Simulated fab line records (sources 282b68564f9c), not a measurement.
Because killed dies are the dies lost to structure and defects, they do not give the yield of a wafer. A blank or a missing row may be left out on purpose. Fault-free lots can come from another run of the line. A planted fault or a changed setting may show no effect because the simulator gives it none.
The tool behind it: which one? | flow rit_cmos | 21 wafers sampled from 7 lots at 1 step of a route of 202

## WHAT THE GAUGES READ, wafer by wafer
RIT_PRETRO_OVL_MEAS_06.
lot  | measured    | on         | PRETRO_OVL (nm)
L569 | day 3 02:22 | overlay-02 | 0.0 -1.0 -1.4
L572 | day 3 13:59 | overlay-01 | -0.1 0.7 1.5
L574 | day 3 23:12 | overlay-01 | -2.9 -0.7 -1.1
L577 | day 4 19:55 | overlay-02 | -0.6 -1.0 1.2
L584 | day 6 01:44 | overlay-02 | -1.9 -1.7 -1.0
L587 | day 6 17:52 | overlay-02 | 0.3 -0.8 1.5
L589 | day 7 03:42 | overlay-01 | -0.5 -0.3 0.6

## WHICH TOOL RAN EACH LOT (tool, then ch and the chambers of the sampled wafers, then the start)
The record shows no process step preceding these readings.

## THE ANSWER, worked out from the rows above alone
Rule: the lots themselves supply what counts as usual. Put in order of their means at a reading, lots are off if they are a third of the lots or fewer, leave a main group of 4 or more, and stand apart from it by a gap of 3 or more times the standard deviation of the main group's means; of several such gaps the widest counts. The tables above print the reading to a certain number of digits; a main group whose means all agree to those digits is not used. A lot without any number at a reading at which 4 lots or more have one is off too. Where the step has rows for the other lots, those lots are counted as sound.
None of the lots is off at any reading shown; this tells nothing.

## WHAT HAD BEEN PUT IN BY THE SIMULATOR
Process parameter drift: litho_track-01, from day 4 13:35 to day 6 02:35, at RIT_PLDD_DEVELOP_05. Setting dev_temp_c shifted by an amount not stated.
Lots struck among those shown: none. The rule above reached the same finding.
